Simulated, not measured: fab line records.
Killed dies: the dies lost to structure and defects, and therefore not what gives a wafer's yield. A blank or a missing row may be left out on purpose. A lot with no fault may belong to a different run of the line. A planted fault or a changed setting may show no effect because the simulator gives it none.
The tool behind it: which one? + flow berkeley_cmos170 + 42 wafers from 14 lots sampled at 4 of the route's 331 steps

WHAT THE GAUGES SHOWED, per wafer
UCB170_CONTACT_OVL_MEAS_16. Usual: CONTACT_OVL typically reads 1 nm, with standard deviation 5.6.
| lot  | measured     | on         | CONTACT_OVL (nm) | flag |
|------|--------------|------------|------------------|------|
| L798 | day 7 09:19  | overlay-02 | -3 5 -7          |      |
| L799 | day 7 10:10  | overlay-02 | -1 4 -3          |      |
| L803 | day 7 18:26  | overlay-01 | 4 1 -2           |      |
| L804 | day 8 05:03  | overlay-02 | 0 -3 4           |      |
| L805 | day 8 18:47  | overlay-01 | -4 -1 -2         |      |
| L812 | day 10 02:25 | overlay-01 | 3 -5 10          |      |
| L813 | day 10 08:07 | overlay-02 | -6 -2 0          |      |
| L815 | day 10 12:53 | overlay-01 | -7 -2 -4         |      |
| L817 | day 10 16:35 | overlay-02 | 6 -1 2           |      |
| L816 | day 10 16:51 | overlay-01 | 9 14 5           |      |
| L818 | day 11 09:53 | overlay-01 | 2 3 9            |      |
| L820 | day 11 14:46 | overlay-02 | -5 0 -6          |      |
| L821 | day 11 16:43 | overlay-01 | -5 -1 -8         |      |
| L819 | day 11 16:28 | overlay-02 | 5 9 12           |      |

UCB170_V1_OVL_MEAS_13. Usual: V1_OVL typically reads 3 nm, with standard deviation 5.6.
| lot  | measured     | on         | V1_OVL (nm) | flag |
|------|--------------|------------|-------------|------|
| L798 | day 7 17:43  | overlay-02 | -4 -1 0     |      |
| L799 | day 7 17:51  | overlay-01 | 2 -10 -1    |      |
| L803 | day 8 02:41  | overlay-01 | -3 3 -4     |      |
| L804 | day 8 15:14  | overlay-01 | 0 6 -1      |      |
| L805 | day 9 04:52  | overlay-01 | 0 1 -5      |      |
| L812 | day 10 12:39 | overlay-02 | -2 3 4      |      |
| L813 | day 10 17:55 | overlay-01 | 9 0 13      |      |
| L815 | day 10 22:56 | overlay-02 | -3 9 0      |      |
| L817 | day 10 23:13 | overlay-02 | 4 -6 6      |      |
| L816 | day 10 23:28 | overlay-01 | -2 -3 8     |      |
| L818 | day 11 19:44 | overlay-02 | 6 4 17      |      |
| L820 | day 12 03:24 | overlay-02 | 8 5 12      |      |
| L821 | day 12 03:39 | overlay-01 | 6 -10 3     |      |
| L819 | day 12 03:58 | overlay-02 | 9 2 -3      |      |

TOOL THAT RAN EACH LOT (tool first, then ch and the chambers of the sampled wafers, then the start)
| lot  | UCB170_CONTACT_STRIP_06              | UCB170_M1_ETCH_11                  |
|------|--------------------------------------|------------------------------------|
| L798 | plasma_asher-01 ch 0,1, day 7 07:24  | rie_diel-04 ch 0,2, day 7 11:16    |
| L799 | plasma_asher-04 ch 0,1, day 7 08:46  | rie_diel-01 ch 1,2,3, day 7 12:07  |
| L803 | plasma_asher-03 ch 0,1, day 7 16:31  | rie_diel-01 ch 0,1,2, day 7 20:47  |
| L804 | plasma_asher-01 ch 0,1, day 8 03:41  | rie_diel-01 ch 3, day 8 07:05      |
| L805 | plasma_asher-01 ch 0,1, day 8 16:54  | rie_diel-01 ch 0,1,3, day 8 21:07  |
| L812 | plasma_asher-01 ch 0,1, day 10 00:20 | rie_diel-02 ch 0,2, day 10 04:25   |
| L813 | plasma_asher-01 ch 0,1, day 10 06:31 | rie_diel-02 ch 2,3, day 10 10:09   |
| L815 | plasma_asher-04 ch 0,1, day 10 09:50 | rie_diel-02 ch 0,2,3, day 10 14:55 |
| L817 | plasma_asher-03 ch 0,1, day 10 15:18 | rie_diel-02 ch 0,1,2, day 10 18:35 |
| L816 | plasma_asher-04 ch 0,1, day 10 15:22 | rie_diel-04 ch 0,1,2, day 10 19:08 |
| L818 | plasma_asher-03 ch 0,1, day 11 08:34 | rie_diel-01 ch 0,2,3, day 11 11:50 |
| L820 | plasma_asher-03 ch 0, day 11 13:21   | rie_diel-04 ch 2,3, day 11 17:02   |
| L821 | plasma_asher-04 ch 0,1, day 11 15:08 | rie_diel-04 ch 0,1,3, day 11 18:40 |
| L819 | plasma_asher-03 ch 0,1, day 11 15:10 | rie_diel-01 ch 0,1,2, day 11 18:25 |
- UCB170_CONTACT_STRIP_06: strips in O2.
- UCB170_M1_ETCH_11: etches BARC in N2/H2.

WHAT THE TOOLS THEMSELVES READ (means of the sampled wafers that have a number; where no wafer has one, the mark that the record gives instead)
UCB170_CONTACT_STRIP_06. Usual: drypump_motor_current_A 5.6 A, standard deviation 0.43; oes_product_au 0.735 a.u., standard deviation 0.0048; strip_time_to_endpoint_s 21.96 s, standard deviation 0.063.
| lot  | tool            | drypump_motor_current_A (A) | oes_product_au (a.u.) | strip_time_to_endpoint_s (s) | flag |
|------|-----------------|-----------------------------|-----------------------|------------------------------|------|
| L798 | plasma_asher-01 | 5.3                         | 0.732                 | 21.96                        |      |
| L799 | plasma_asher-04 | 5.7                         | 0.735                 | 21.91                        |      |
| L803 | plasma_asher-03 | 5.2                         | 0.735                 | 21.98                        |      |
| L804 | plasma_asher-01 | 5.3                         | 0.738                 | 22.00                        |      |
| L805 | plasma_asher-01 | 5.3                         | 0.735                 | 21.92                        |      |
| L812 | plasma_asher-01 | 5.3                         | 0.736                 | 21.97                        |      |
| L813 | plasma_asher-01 | 5.6                         | 0.733                 | 21.91                        |      |
| L815 | plasma_asher-04 | 5.7                         | 0.731                 | 22.09                        |      |
| L817 | plasma_asher-03 | 5.2                         | 0.734                 | 21.91                        |      |
| L816 | plasma_asher-04 | 6.0                         | 0.733                 | 22.03                        |      |
| L818 | plasma_asher-03 | 5.2                         | 0.735                 | 22.09                        |      |
| L820 | plasma_asher-03 | 5.5                         | 0.735                 | 21.98                        |      |
| L821 | plasma_asher-04 | 5.7                         | 0.736                 | 21.99                        |      |
| L819 | plasma_asher-03 | 5.2                         | 0.740                 | 21.86                        |      |

UCB170_M1_ETCH_11. Usual: chamber_pressure_mTorr 30.002 mTorr, standard deviation 0.025; drypump_motor_current_A 5.6 A, standard deviation 0.47; oes_product_au 1.007 a.u., standard deviation 0.021; throttle_valve_pct 13.32 %, standard deviation 0.2.
| lot  | tool        | chamber_pressure_mTorr (mTorr) | drypump_motor_current_A (A) | oes_product_au (a.u.) | throttle_valve_pct (%) | flag |
|------|-------------|--------------------------------|-----------------------------|-----------------------|------------------------|------|
| L798 | rie_diel-04 | 29.965                         | 5.9                         | 1.039                 | 13.39                  |      |
| L799 | rie_diel-01 | 30.025                         | 5.6                         | 1.004                 | 13.26                  |      |
| L803 | rie_diel-01 | 29.973                         | 5.8                         | 1.005                 | 13.17                  |      |
| L804 | rie_diel-01 | 35.993                         | 5.2                         | 1.001                 | 13.42                  | OFF  |
| L805 | rie_diel-01 | 35.989                         | 5.6                         | 1.000                 | 13.22                  | OFF  |
| L812 | rie_diel-02 | 30.001                         | 5.6                         | 1.019                 | 13.24                  |      |
| L813 | rie_diel-02 | 29.997                         | 5.8                         | 1.002                 | 13.48                  |      |
| L815 | rie_diel-02 | 29.996                         | 5.7                         | 1.010                 | 13.36                  |      |
| L817 | rie_diel-02 | 30.028                         | 5.9                         | 1.014                 | 13.15                  |      |
| L816 | rie_diel-04 | 29.993                         | 5.3                         | 1.005                 | 13.44                  |      |
| L818 | rie_diel-01 | 30.003                         | 5.8                         | 1.016                 | 13.25                  |      |
| L820 | rie_diel-04 | 30.046                         | 5.3                         | 0.989                 | 13.53                  |      |
| L821 | rie_diel-04 | 29.990                         | 5.7                         | 1.009                 | 13.35                  |      |
| L819 | rie_diel-01 | 30.006                         | 5.9                         | 1.007                 | 13.17                  |      |

THE ANSWER, worked out from the rows above alone
Rule: lot off if the mean of its wafers having a number is beyond 3 standard deviations from the usual mean. A lot without any number at a reading at which 4 lots or more have one is off too. Any other lot the step has rows for is counted as sound. After the gauges, taken in route order, come the tools' own readings; for these a lot's mean is taken, as printed above. At the first step where some lot is off, the reading lying furthest off is the one used; lots without a number count as furthest.
Off: L804, L805 (UCB170_M1_ETCH_11, chamber_pressure_mTorr).
If a tool, at that step or one of the process steps before it, ran each lot that is off and ran no sound lot following the first of them, it fits. Of those tried, none fits.

WHAT HAD BEEN PUT IN BY THE SIMULATOR
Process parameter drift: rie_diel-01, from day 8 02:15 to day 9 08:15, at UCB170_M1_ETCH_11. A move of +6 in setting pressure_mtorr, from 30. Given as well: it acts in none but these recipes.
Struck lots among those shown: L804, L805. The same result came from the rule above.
